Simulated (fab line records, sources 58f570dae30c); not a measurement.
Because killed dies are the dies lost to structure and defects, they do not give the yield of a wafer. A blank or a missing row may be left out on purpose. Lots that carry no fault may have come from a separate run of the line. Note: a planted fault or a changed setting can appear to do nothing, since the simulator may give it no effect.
Which tool was responsible? || flow berkeley cmos170 || 39 wafers from 13 lots sampled at 5 of the route's 331 steps

== WHAT THE GAUGES READ, wafer by wafer ==
UCB170_PWELL_THK_MEAS_03. Usual: PWELL_OXIDE_THK 26.6 nm, standard deviation 0.54.
{"lot": "L369", "measured": "day 3 05:43", "on": "film metro-03", "PWELL_OXIDE_THK (nm)": "26.4 26.2 26.2", "flag": ""}
{"lot": "L370", "measured": "day 3 13:56", "on": "film metro-03", "PWELL_OXIDE_THK (nm)": "27.5 27.2 27.4", "flag": ""}
{"lot": "L371", "measured": "day 3 13:58", "on": "film metro-01", "PWELL_OXIDE_THK (nm)": "27.6 27.3 26.7", "flag": ""}
{"lot": "L372", "measured": "day 3 13:58", "on": "film metro-02", "PWELL_OXIDE_THK (nm)": "27.1 26.9 26.7", "flag": ""}
{"lot": "L373", "measured": "day 3 20:41", "on": "film metro-03", "PWELL_OXIDE_THK (nm)": "25.8 25.7 25.7", "flag": ""}
{"lot": "L374", "measured": "day 3 20:41", "on": "film metro-01", "PWELL_OXIDE_THK (nm)": "26.1 26.4 26.4", "flag": ""}
{"lot": "L376", "measured": "day 4 10:09", "on": "film metro-03", "PWELL_OXIDE_THK (nm)": "26.1 26.2 26.1", "flag": ""}
{"lot": "L378", "measured": "day 4 23:16", "on": "film metro-03", "PWELL_OXIDE_THK (nm)": "25.9 26.2 26.2", "flag": ""}
{"lot": "L379", "measured": "day 5 08:17", "on": "film metro-01", "PWELL_OXIDE_THK (nm)": "26.9 26.4 26.1", "flag": ""}
{"lot": "L382", "measured": "day 5 21:44", "on": "film metro-01", "PWELL_OXIDE_THK (nm)": "27.2 27.3 26.6", "flag": ""}
{"lot": "L383", "measured": "day 5 21:44", "on": "film metro-03", "PWELL_OXIDE_THK (nm)": "25.8 26.6 25.6", "flag": ""}
{"lot": "L384", "measured": "day 6 08:56", "on": "film metro-02", "PWELL_OXIDE_THK (nm)": "26.7 27.0 26.6", "flag": ""}
{"lot": "L385", "measured": "day 6 08:56", "on": "film metro-03", "PWELL_OXIDE_THK (nm)": "27.1 26.4 26.7", "flag": ""}

UCB170_ACTIVE_CD_MEAS_13: the cd target is 1200 nm. Usual: cd nm at 1200.0 nm, with a standard deviation of 1.1.
{"lot": "L369", "measured": "day 5 08:19", "on": "cd sem-02", "cd nm (nm)": "1197.8 1198.8 1199.8", "flag": ""}
{"lot": "L370", "measured": "day 5 16:16", "on": "cd sem-01", "cd nm (nm)": "1198.9 1199.2 1198.7", "flag": ""}
{"lot": "L371", "measured": "day 5 16:01", "on": "cd sem-01", "cd nm (nm)": "1201.0 1199.7 1200.2", "flag": ""}
{"lot": "L372", "measured": "day 5 16:10", "on": "cd sem-01", "cd nm (nm)": "1200.9 1200.7 1200.3", "flag": ""}
{"lot": "L373", "measured": "day 5 16:31", "on": "cd sem-01", "cd nm (nm)": "1199.0 1198.8 1199.1", "flag": ""}
{"lot": "L374", "measured": "day 5 15:47", "on": "cd sem-01", "cd nm (nm)": "1200.4 1200.1 1199.7", "flag": ""}
{"lot": "L376", "measured": "day 5 23:50", "on": "cd sem-01", "cd nm (nm)": "1200.2 1201.6 1200.5", "flag": ""}
{"lot": "L378", "measured": "day 6 21:49", "on": "cd sem-02", "cd nm (nm)": "1199.2 1199.3 1199.0", "flag": ""}
{"lot": "L379", "measured": "day 7 05:02", "on": "cd sem-02", "cd nm (nm)": "1199.1 1199.3 1201.6", "flag": ""}
{"lot": "L382", "measured": "day 7 14:47", "on": "cd sem-02", "cd nm (nm)": "1200.0 1200.1 1201.2", "flag": ""}
{"lot": "L383", "measured": "day 7 14:32", "on": "cd sem-02", "cd nm (nm)": "1201.8 1200.6 1200.8", "flag": ""}
{"lot": "L384", "measured": "day 8 05:09", "on": "cd sem-02", "cd nm (nm)": "1202.7 1201.5 1201.7", "flag": ""}
{"lot": "L385", "measured": "day 8 04:56", "on": "cd sem-02", "cd nm (nm)": "1284.6 1285.0 1285.3", "flag": "OFF"}

== WHICH TOOL RAN EACH LOT (tool, then ch and the chambers of the sampled wafers, then the start) ==
{"lot": "L369", "UCB170_ZERO_STRIP_07": "plasma asher-01 ch 0,1, day 2 02:43", "UCB170_NWELL_ETCH_13": "rie diel-02 ch 0,3, day 2 20:23", "UCB170_ACTIVE_EXPOSE_10": "krf scanner-01 ch 0, day 5 07:56"}
{"lot": "L370", "UCB170_ZERO_STRIP_07": "plasma asher-03 ch 0,1, day 2 11:38", "UCB170_NWELL_ETCH_13": "rie diel-01 ch 0,1,2, day 3 02:23", "UCB170_ACTIVE_EXPOSE_10": "krf scanner-01 ch 0, day 5 15:21"}
{"lot": "L371", "UCB170_ZERO_STRIP_07": "plasma asher-01 ch 0,1, day 2 11:46", "UCB170_NWELL_ETCH_13": "rie diel-02 ch 0,2,3, day 3 02:29", "UCB170_ACTIVE_EXPOSE_10": "krf scanner-01 ch 0, day 5 15:07"}
{"lot": "L372", "UCB170_ZERO_STRIP_07": "plasma asher-03 ch 0,1, day 2 12:01", "UCB170_NWELL_ETCH_13": "rie diel-03 ch 0,1,3, day 3 02:22", "UCB170_ACTIVE_EXPOSE_10": "krf scanner-01 ch 0, day 5 15:15"}
{"lot": "L373", "UCB170_ZERO_STRIP_07": "plasma asher-04 ch 0,1, day 2 19:29", "UCB170_NWELL_ETCH_13": "rie diel-01 ch 0,1,3, day 3 10:58", "UCB170_ACTIVE_EXPOSE_10": "krf scanner-01 ch 0, day 5 15:36"}
{"lot": "L374", "UCB170_ZERO_STRIP_07": "plasma asher-01 ch 0,1, day 2 19:43", "UCB170_NWELL_ETCH_13": "rie diel-02 ch 0,2,3, day 3 11:04", "UCB170_ACTIVE_EXPOSE_10": "krf scanner-01 ch 0, day 5 15:00"}
{"lot": "L376", "UCB170_ZERO_STRIP_07": "plasma asher-03 ch 0,1, day 3 05:28", "UCB170_NWELL_ETCH_13": "rie diel-03 ch 0,2,3, day 3 17:19", "UCB170_ACTIVE_EXPOSE_10": "krf scanner-02 ch 0, day 5 23:25"}
{"lot": "L378", "UCB170_ZERO_STRIP_07": "plasma asher-04 ch 0,1, day 3 17:55", "UCB170_NWELL_ETCH_13": "rie diel-01 ch 1,2,3, day 4 10:40", "UCB170_ACTIVE_EXPOSE_10": "krf scanner-02 ch 0, day 6 21:25"}
{"lot": "L379", "UCB170_ZERO_STRIP_07": "plasma asher-04 ch 0,1, day 3 23:28", "UCB170_NWELL_ETCH_13": "rie diel-02 ch 0,1,2, day 4 18:18", "UCB170_ACTIVE_EXPOSE_10": "krf scanner-02 ch 0, day 7 04:39"}
{"lot": "L382", "UCB170_ZERO_STRIP_07": "plasma asher-04 ch 0,1, day 4 20:31", "UCB170_NWELL_ETCH_13": "rie diel-02 ch 2,3, day 5 12:41", "UCB170_ACTIVE_EXPOSE_10": "krf scanner-02 ch 0, day 7 14:14"}
{"lot": "L383", "UCB170_ZERO_STRIP_07": "plasma asher-01 ch 0,1, day 4 20:46", "UCB170_NWELL_ETCH_13": "rie diel-01 ch 0,2,3, day 5 12:24", "UCB170_ACTIVE_EXPOSE_10": "krf scanner-02 ch 0, day 7 14:02"}
{"lot": "L384", "UCB170_ZERO_STRIP_07": "plasma asher-04 ch 0,1, day 5 05:06", "UCB170_NWELL_ETCH_13": "rie diel-02 ch 0,3, day 5 21:48", "UCB170_ACTIVE_EXPOSE_10": "krf scanner-01 ch 0, day 8 04:29"}
{"lot": "L385", "UCB170_ZERO_STRIP_07": "plasma asher-01 ch 0,1, day 5 05:13", "UCB170_NWELL_ETCH_13": "rie diel-03 ch 0,3, day 5 22:05", "UCB170_ACTIVE_EXPOSE_10": "krf scanner-02 ch 0, day 8 04:10"}
- UCB170_ZERO_STRIP_07: strips in O2.
- UCB170_NWELL_ETCH_13: etches Si3N4 in CH3F/Ar/O2, stops on SiO2, target depth 246.4 nm, time 154 s.
- UCB170_ACTIVE_EXPOSE_10: exposes mask ACTIVE, target cd 1200 nm.

== AS READ BY THE TOOLS THEMSELVES (means over the sampled wafers that have a number; for cases with no such wafer, the mark the record gives instead) ==
UCB170_ZERO_STRIP_07. Usual: drypump motor current A 5.39 A, standard deviation 0.26; oes product au 0.727 a.u., standard deviation 0.0044; strip time to endpoint s 21.44 s, standard deviation 0.075.
{"lot": "L369", "tool": "plasma asher-01", "drypump motor current A (A)": 5.43, "oes product au (a.u.)": 0.723, "strip time to endpoint s (s)": 21.38, "flag": ""}
{"lot": "L370", "tool": "plasma asher-03", "drypump motor current A (A)": 5.73, "oes product au (a.u.)": 0.724, "strip time to endpoint s (s)": 21.38, "flag": ""}
{"lot": "L371", "tool": "plasma asher-01", "drypump motor current A (A)": 5.30, "oes product au (a.u.)": 0.728, "strip time to endpoint s (s)": 21.50, "flag": ""}
{"lot": "L372", "tool": "plasma asher-03", "drypump motor current A (A)": 5.68, "oes product au (a.u.)": 0.724, "strip time to endpoint s (s)": 21.52, "flag": ""}
{"lot": "L373", "tool": "plasma asher-04", "drypump motor current A (A)": 5.23, "oes product au (a.u.)": 0.731, "strip time to endpoint s (s)": 21.48, "flag": ""}
{"lot": "L374", "tool": "plasma asher-01", "drypump motor current A (A)": 5.46, "oes product au (a.u.)": 0.732, "strip time to endpoint s (s)": 21.44, "flag": ""}
{"lot": "L376", "tool": "plasma asher-03", "drypump motor current A (A)": 5.72, "oes product au (a.u.)": 0.728, "strip time to endpoint s (s)": 21.52, "flag": ""}
{"lot": "L378", "tool": "plasma asher-04", "drypump motor current A (A)": 5.27, "oes product au (a.u.)": 0.726, "strip time to endpoint s (s)": 21.31, "flag": ""}
{"lot": "L379", "tool": "plasma asher-04", "drypump motor current A (A)": 5.14, "oes product au (a.u.)": 0.725, "strip time to endpoint s (s)": 21.30, "flag": ""}
{"lot": "L382", "tool": "plasma asher-04", "drypump motor current A (A)": 5.13, "oes product au (a.u.)": 0.725, "strip time to endpoint s (s)": 21.36, "flag": ""}
{"lot": "L383", "tool": "plasma asher-01", "drypump motor current A (A)": 5.31, "oes product au (a.u.)": 0.726, "strip time to endpoint s (s)": 21.43, "flag": ""}
{"lot": "L384", "tool": "plasma asher-04", "drypump motor current A (A)": 5.23, "oes product au (a.u.)": 0.728, "strip time to endpoint s (s)": 21.39, "flag": ""}
{"lot": "L385", "tool": "plasma asher-01", "drypump motor current A (A)": 5.32, "oes product au (a.u.)": 0.725, "strip time to endpoint s (s)": 21.52, "flag": ""}

UCB170_NWELL_ETCH_13. Usual: drypump motor current A 5.5 A, standard deviation 0.57; oes product au 0.939 a.u., standard deviation 0.014; throttle valve pct 8.06 %, standard deviation 0.11.
{"lot": "L369", "tool": "rie diel-02", "drypump motor current A (A)": 5.5, "oes product au (a.u.)": 0.943, "throttle valve pct (%)": 8.05, "flag": ""}
{"lot": "L370", "tool": "rie diel-01", "drypump motor current A (A)": 5.4, "oes product au (a.u.)": 0.954, "throttle valve pct (%)": 8.05, "flag": ""}
{"lot": "L371", "tool": "rie diel-02", "drypump motor current A (A)": 5.6, "oes product au (a.u.)": 0.937, "throttle valve pct (%)": 8.09, "flag": ""}
{"lot": "L372", "tool": "rie diel-03", "drypump motor current A (A)": 5.5, "oes product au (a.u.)": 0.933, "throttle valve pct (%)": 8.02, "flag": ""}
{"lot": "L373", "tool": "rie diel-01", "drypump motor current A (A)": 5.0, "oes product au (a.u.)": 0.948, "throttle valve pct (%)": 8.00, "flag": ""}
{"lot": "L374", "tool": "rie diel-02", "drypump motor current A (A)": 5.6, "oes product au (a.u.)": 0.947, "throttle valve pct (%)": 8.08, "flag": ""}
{"lot": "L376", "tool": "rie diel-03", "drypump motor current A (A)": 5.8, "oes product au (a.u.)": 0.937, "throttle valve pct (%)": 7.98, "flag": ""}
{"lot": "L378", "tool": "rie diel-01", "drypump motor current A (A)": 5.2, "oes product au (a.u.)": 0.947, "throttle valve pct (%)": 8.04, "flag": ""}
{"lot": "L379", "tool": "rie diel-02", "drypump motor current A (A)": 5.7, "oes product au (a.u.)": 0.939, "throttle valve pct (%)": 8.17, "flag": ""}
{"lot": "L382", "tool": "rie diel-02", "drypump motor current A (A)": 5.3, "oes product au (a.u.)": 0.934, "throttle valve pct (%)": 8.06, "flag": ""}
{"lot": "L383", "tool": "rie diel-01", "drypump motor current A (A)": 5.5, "oes product au (a.u.)": 0.955, "throttle valve pct (%)": 8.00, "flag": ""}
{"lot": "L384", "tool": "rie diel-02", "drypump motor current A (A)": 5.2, "oes product au (a.u.)": 0.928, "throttle valve pct (%)": 8.03, "flag": ""}
{"lot": "L385", "tool": "rie diel-03", "drypump motor current A (A)": 5.7, "oes product au (a.u.)": 0.918, "throttle valve pct (%)": 7.93, "flag": ""}

== THE ANSWER, worked out from the rows above alone ==
Rule: a lot is off if the mean of its wafers that have a number lies more than 3 standard deviations from the usual mean. A lot without any number at a reading at which 4 lots or more have one is off too. Any other lot the step has rows for is counted as sound. After the gauges, taken in route order, come the tools' own readings; for these a lot's mean is taken, as printed above. The first step at which some lot is off is used, and at that step the reading that is off furthest; a lot without a number counts as furthest.
Off: L385, at UCB170_ACTIVE_CD_MEAS_13 (cd nm).
If a tool, at a process step before that reading, ran all the lots that are off and no sound lot after the first of them, it fits. The gauges at UCB170_ACTIVE_CD_MEAS_13 are tried like those tools. Can't be told from this: 3 tools fit, plasma asher-01 at UCB170_ZERO_STRIP_07, rie diel-03 at UCB170_NWELL_ETCH_13, krf scanner-02 at UCB170_ACTIVE_EXPOSE_10.

== WHAT THE SIMULATOR HAD INSERTED ==
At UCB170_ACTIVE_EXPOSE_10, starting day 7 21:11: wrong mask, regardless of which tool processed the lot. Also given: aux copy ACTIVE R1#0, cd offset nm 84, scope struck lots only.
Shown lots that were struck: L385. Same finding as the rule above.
